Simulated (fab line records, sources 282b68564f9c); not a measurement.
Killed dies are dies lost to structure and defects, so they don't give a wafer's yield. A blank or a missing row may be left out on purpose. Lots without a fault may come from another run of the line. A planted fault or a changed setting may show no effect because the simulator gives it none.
Split-lot experiment | flow rit_cmos | 5 lots, 27 wafers read, on a route of 202 steps

THE SPLIT
At RIT_ACTIVE_OXIDATION_01 (target thk 46.8 nm, ox time 3360 s), the setting ox_time_s was moved away from the recipe's 3360 s on 12 of the 27 wafers read, by -38.0% to -27.3%. The other wafers ran this setting at the recipe's value.

The file shows no step between the split and the reading.

THE READING
ACTIVE_OXIDE_THK, in nm, at RIT_ACTIVE_THK_MEAS_02. Fault-free wafers of this fab line usually give 46.6 nm, standard deviation 0.83 nm.

wafer  | tool, chamber at the split | ox_time_s as run, s | against the recipe | ACTIVE_OXIDE_THK, nm | against lot-mates on the recipe
L074.1 | -, -                       | 3360                | recipe             | 47.3                 | -
L074.2 | -, -                       | 3360                | recipe             | 47.2                 | -
L074.3 | -, -                       | 3360                | recipe             | 46.1                 | -
L074.4 | -, -                       | 3360                | recipe             | 47.3                 | -
L074.5 | -, -                       | 3360                | recipe             | 47.5                 | -
L074.6 | -, -                       | 3360                | recipe             | 47.2                 | -
L075.1 | -, -                       | 2443                | -27.3%             | 37.0                 | no lot-mate on the recipe
L075.2 | -, -                       | 2443                | -27.3%             | 37.3                 | no lot-mate on the recipe
L075.3 | -, -                       | 2443                | -27.3%             | 36.9                 | no lot-mate on the recipe
L075.4 | -, -                       | 2443                | -27.3%             | 37.6                 | no lot-mate on the recipe
L075.5 | -, -                       | 2443                | -27.3%             | 37.2                 | no lot-mate on the recipe
L075.6 | -, -                       | 2443                | -27.3%             | 36.4                 | no lot-mate on the recipe
L076.1 | -, -                       | 3360                | recipe             | 47.5                 | -
L076.2 | -, -                       | 3360                | recipe             | 48.2                 | -
L076.3 | -, -                       | 3360                | recipe             | 48.3                 | -
L076.4 | -, -                       | 3360                | recipe             | 47.7                 | -
L076.5 | -, -                       | 3360                | recipe             | 47.7                 | -
L076.6 | -, -                       | 3360                | recipe             | 47.2                 | -
L083.1 | -, -                       | 2082                | -38.0%             | 35.8                 | no lot-mate on the recipe
L083.2 | -, -                       | 2082                | -38.0%             | 36.2                 | no lot-mate on the recipe
L083.3 | -, -                       | 2082                | -38.0%             | 35.4                 | no lot-mate on the recipe
L083.4 | -, -                       | 2082                | -38.0%             | 35.7                 | no lot-mate on the recipe
L083.5 | -, -                       | 2082                | -38.0%             | 36.0                 | no lot-mate on the recipe
L083.6 | -, -                       | 2082                | -38.0%             | 35.9                 | no lot-mate on the recipe
L085.1 | furnace-04, 0              | 3360                | recipe             | 45.4                 | -
L085.2 | furnace-04, 0              | 3360                | recipe             | 45.8                 | -
L085.3 | furnace-04, 0              | 3360                | recipe             | 46.6                 | -

THE FIT
A straight line over all 27 wafers: ACTIVE_OXIDE_THK changes by +0.317 nm for each +1% of ox_time_s; r = +0.98; the points scatter about the line by 1 nm.
Too few moved wafers have a lot-mate on the recipe to fit a line with each lot's own level taken away.

THE WHOLE CHAIN: every reading that the file lists as answering this split, in the file's order
step                    | what it does                                                        | reading                                                                             | change (the file's fit)               | r (the file's)
RIT_ACTIVE_OXIDATION_01 | target thk 46.8 nm, ox time 3360 s                                  | SiO2_of_ACTIVE_OXIDATION_01.thk_nm (the simulator's own value, which no gauge read) | +0.318 nm for each +1% of the setting | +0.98
RIT_ACTIVE_THK_MEAS_02  |                                                                     | ACTIVE_OXIDE_THK                                                                    | +0.318 for each +1% of the setting    | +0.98
RIT_ACTIVE_ETCH_13      | etches Si3N4 in SF6, stops on SiO2, time 210 s, target depth 210 nm | SiO2_of_ACTIVE_OXIDATION_01.thk_nm (the simulator's own value, which no gauge read) | +0.34 nm for each +1% of the setting  | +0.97
RIT_FOX2_WET_ETCH_03    | etches Si3N4 in H3PO4, target depth 195 nm, time 2700 s             | SiO2_of_ACTIVE_OXIDATION_01.thk_nm (the simulator's own value, which no gauge read) | +0.303 nm for each +1% of the setting | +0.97

THE FILE'S OWN FIT
ACTIVE_OXIDE_THK changes by +0.318 nm for each +1% of ox_time_s, r = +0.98.
